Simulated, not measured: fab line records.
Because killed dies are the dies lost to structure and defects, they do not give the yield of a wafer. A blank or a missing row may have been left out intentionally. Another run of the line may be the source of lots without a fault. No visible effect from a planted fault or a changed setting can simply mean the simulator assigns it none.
Matching of chambers | flow berkeley-cmos170 | 4 sister chambers for UCB170_V1_CMP_02 on cmp-02
The step polishes SiO2. 4 wafers are shown with their chamber, then 7 later ones without.

WAFERS PAIRED WITH THEIR CHAMBERS
wafer  | chamber | motor-current-A (A)
L357.1 | 1       | 16.3
L367.2 | 2       | 16.0
L374.3 | 3       | 18.4
L374.4 | 0       | 13.8

WAFERS WHOSE CHAMBER IS MISSING
wafer  | motor-current-A (A)
L374.6 | 15.0
L376.3 | 16.1
L376.4 | 16.0
L376.6 | 17.5
L378.2 | 14.3
L378.3 | 16.0
L378.4 | 16.2

EACH ONE'S CHAMBER
wafer  | from the rows above          | in truth
L374.6 | can't be placed: 2 or 0 or 1 | 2
L376.3 | can't be placed: 2 or 1      | 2
L376.4 | can't be placed: 2 or 1      | 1
L376.6 | can't be placed: 3 or 1 or 2 | 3
L378.2 | 0                            | 0
L378.3 | can't be placed: 2 or 1      | 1
L378.4 | can't be placed: 1 or 2      | 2
Placed correctly: 1 of 7. Not placeable from these rows: 6 (in 6, the candidates include the true chamber). 0 placed wrongly.
How it was worked out, from the rows above alone: a wafer's distance from a chamber is the root of the sum, over the readings, of the square of ((its reading less the chamber's mean) divided by the reading's scatter). If the next closest chamber is less than 2 further off than the closest, the wafer can't be placed; otherwise it belongs to the closest. The mean given for a chamber averages the wafers shown for that chamber. The scatter: root of mean squared gap, hidden wafer to nearest shown wafer, with one shown wafer a chamber.
